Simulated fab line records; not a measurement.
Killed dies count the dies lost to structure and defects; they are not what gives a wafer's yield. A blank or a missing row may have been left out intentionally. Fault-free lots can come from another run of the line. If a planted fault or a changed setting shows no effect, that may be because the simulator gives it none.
Matching of chambers || flow berkeley_cmos170 || UCB170_V1_CVD_00 on pecvd-01: 3 sister chambers
The step deposits SiO2 from TEOS/O2, target thk 2000 nm, time 250 s. 14 wafers are shown with their chamber, then 7 later ones without.

## WAFERS PAIRED WITH THEIR CHAMBERS
{"wafer": "L254.3", "chamber": 2, "heater_power_w (W)": 246, "susceptor_temp_C (C)": 390.16}
{"wafer": "L254.5", "chamber": 2, "heater_power_w (W)": 164, "susceptor_temp_C (C)": 389.76}
{"wafer": "L254.6", "chamber": 1, "heater_power_w (W)": 295, "susceptor_temp_C (C)": 390.03}
{"wafer": "L255.3", "chamber": 1, "heater_power_w (W)": 327, "susceptor_temp_C (C)": 389.86}
{"wafer": "L255.5", "chamber": 1, "heater_power_w (W)": 400, "susceptor_temp_C (C)": 390.07}
{"wafer": "L255.6", "chamber": 0, "heater_power_w (W)": 152, "susceptor_temp_C (C)": 390.07}
{"wafer": "L257.3", "chamber": 1, "heater_power_w (W)": 333, "susceptor_temp_C (C)": 390.05}
{"wafer": "L257.4", "chamber": 2, "heater_power_w (W)": 250, "susceptor_temp_C (C)": 390.00}
{"wafer": "L257.6", "chamber": 0, "heater_power_w (W)": 222, "susceptor_temp_C (C)": 390.13}
{"wafer": "L259.2", "chamber": 0, "heater_power_w (W)": 221, "susceptor_temp_C (C)": 390.38}
{"wafer": "L259.3", "chamber": 2, "heater_power_w (W)": 218, "susceptor_temp_C (C)": 390.14}
{"wafer": "L259.5", "chamber": 1, "heater_power_w (W)": 294, "susceptor_temp_C (C)": 390.32}
{"wafer": "L270.3", "chamber": 0, "heater_power_w (W)": 215, "susceptor_temp_C (C)": 390.07}
{"wafer": "L270.4", "chamber": 0, "heater_power_w (W)": 155, "susceptor_temp_C (C)": 390.15}

SIGNATURES (averages over the wafers above)
{"reading": "heater_power_w", "chamber 0": 193.00, "chamber 1": 329.80, "chamber 2": 219.50, "scatter within a chamber": 39.8}
{"reading": "susceptor_temp_C", "chamber 0": 390.1600, "chamber 1": 390.0660, "chamber 2": 390.0150, "scatter within a chamber": 0.158}
Rule: a wafer lies at a distance from a chamber equal to the root of the sum of squares, over the readings, of (its reading less the chamber's mean, divided by the reading's scatter). The wafer belongs to the nearest chamber; if the next one is less than 2 further off, it can't be placed. How the scatter is found: for the shown wafers, subtract from each reading the mean of its chamber, square and add these, divide the total by (wafers less chambers), then take the root.

## WAFERS WITH NO CHAMBER GIVEN
{"wafer": "L270.5", "heater_power_w (W)": 300, "susceptor_temp_C (C)": 389.73}
{"wafer": "L269.1", "heater_power_w (W)": 176, "susceptor_temp_C (C)": 390.26}
{"wafer": "L269.3", "heater_power_w (W)": 202, "susceptor_temp_C (C)": 389.83}
{"wafer": "L269.4", "heater_power_w (W)": 296, "susceptor_temp_C (C)": 390.03}
{"wafer": "L271.2", "heater_power_w (W)": 380, "susceptor_temp_C (C)": 389.91}
{"wafer": "L271.4", "heater_power_w (W)": 152, "susceptor_temp_C (C)": 390.04}
{"wafer": "L271.6", "heater_power_w (W)": 288, "susceptor_temp_C (C)": 389.87}

## EACH ONE'S CHAMBER
{"wafer": "L270.5", "from the rows above": "can't be placed: 1 or 2 or 0", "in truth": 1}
{"wafer": "L269.1", "from the rows above": "can't be placed: 0 or 2", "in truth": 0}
{"wafer": "L269.3", "from the rows above": "can't be placed: 2 or 0", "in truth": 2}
{"wafer": "L269.4", "from the rows above": "can't be placed: 1 or 2 or 0", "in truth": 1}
{"wafer": "L271.2", "from the rows above": 1, "in truth": 1}
{"wafer": "L271.4", "from the rows above": "can't be placed: 0 or 2", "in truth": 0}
{"wafer": "L271.6", "from the rows above": "can't be placed: 1 or 2 or 0", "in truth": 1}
Correct placement for 1 of the 7. From these rows, 6 cannot be placed; in 6 the true chamber is one of the candidates. Number placed wrongly: 0.
